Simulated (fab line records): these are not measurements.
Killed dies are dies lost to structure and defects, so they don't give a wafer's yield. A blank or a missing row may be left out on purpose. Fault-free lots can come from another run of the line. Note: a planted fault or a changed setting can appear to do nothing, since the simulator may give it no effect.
Split-lot trial ; flow rit cmos ; 23 wafers read across 5 lots, on a route 202 steps long

== ABOUT THE SPLIT ==
At RIT_SPACER_CVD_03 (deposits Si3N4 from SiH2Cl2/NH3, target thk 250 nm, time 3300 s), the setting sih2cl2 flow sccm was moved away from the recipe's 60 sccm on 20 of the 23 wafers read, by -11.8% to +15.0%. For the rest of the wafers, this setting stayed at what the recipe calls for.

The file shows no step between the split and the reading.

== THE READING ==
At RIT_SPACER_THK_MEAS_04: SPACER_NITRIDE_THK, given in nm. On this fab line, fault-free wafers typically give 250.0 nm with a standard deviation of 1.5 nm.

wafer;tool, chamber at the split;sih2cl2 flow sccm as run, sccm;against the recipe;SPACER_NITRIDE_THK, nm;against lot-mates on the recipe
L074.2;-, -;52.92;-11.8%;239.9;no lot-mate on the recipe
L074.3;-, -;52.92;-11.8%;241.2;no lot-mate on the recipe
L074.4;-, -;52.92;-11.8%;244.2;no lot-mate on the recipe
L074.5;-, -;52.92;-11.8%;242.1;no lot-mate on the recipe
L074.6;-, -;52.92;-11.8%;242.0;no lot-mate on the recipe
L076.2;lpcvd-01, 1;60;recipe;247.4;-
L076.5;lpcvd-01, 1;60;recipe;249.3;-
L076.6;lpcvd-01, 1;60;recipe;246.5;-
L080.1;-, -;69;+15.0%;260.9;no lot-mate on the recipe
L080.3;-, -;69;+15.0%;261.5;no lot-mate on the recipe
L080.4;-, -;69;+15.0%;261.7;no lot-mate on the recipe
L080.5;-, -;69;+15.0%;259.6;no lot-mate on the recipe
L080.6;-, -;69;+15.0%;259.7;no lot-mate on the recipe
L081.1;-, -;65.78;+9.6%;254.5;no lot-mate on the recipe
L081.2;-, -;65.78;+9.6%;253.8;no lot-mate on the recipe
L081.4;-, -;65.78;+9.6%;256.2;no lot-mate on the recipe
L081.5;-, -;65.78;+9.6%;254.9;no lot-mate on the recipe
L081.6;-, -;65.78;+9.6%;253.7;no lot-mate on the recipe
L084.2;-, -;52.95;-11.7%;239.1;no lot-mate on the recipe
L084.3;-, -;52.95;-11.7%;241.3;no lot-mate on the recipe
L084.4;-, -;52.95;-11.7%;240.0;no lot-mate on the recipe
L084.5;-, -;52.95;-11.7%;239.8;no lot-mate on the recipe
L084.6;-, -;52.95;-11.7%;241.5;no lot-mate on the recipe

THE FIT
A straight line over all 23 wafers: SPACER_NITRIDE_THK changes by +0.698 nm for each +1% of sih2cl2 flow sccm; r = +0.98; the points scatter about the line by 1.6 nm.
Too few moved wafers with a lot-mate on the recipe to fit a line net of each lot's own level.

== THE WHOLE CHAIN: every reading that the file lists as answering this split, in the file's order ==
step;what it does;reading;change (the file's fit);r (the file's)
RIT_SPACER_CVD_03;deposits Si3N4 from SiH2Cl2/NH3, target thk 250 nm, time 3300 s;Si3N4_of_SPACER_CVD_03.thk nm (the simulator's own value, which no gauge read);+0.697 nm for each +1% of the setting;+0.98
RIT_SPACER_THK_MEAS_04;;SPACER_NITRIDE_THK;+0.698 for each +1% of the setting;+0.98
RIT_SPACER_ETCHBACK_05;etches Si3N4 in SF6/CHF3, stops on SiO2, target depth 250 nm, time 240 s;etch.depth nm (the simulator's own value, which no gauge read);+0.697 nm for each +1% of the setting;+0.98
RIT_SPACER_ETCHBACK_05;etches Si3N4 in SF6/CHF3, stops on SiO2, target depth 250 nm, time 240 s;Si3N4_of_SPACER_CVD_03.thk nm (the simulator's own value, which no gauge read);+0.561 nm for each +1% of the setting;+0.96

== FILE'S OWN FIT ==
SPACER_NITRIDE_THK changes by +0.698 nm for each +1% of sih2cl2 flow sccm, r = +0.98.
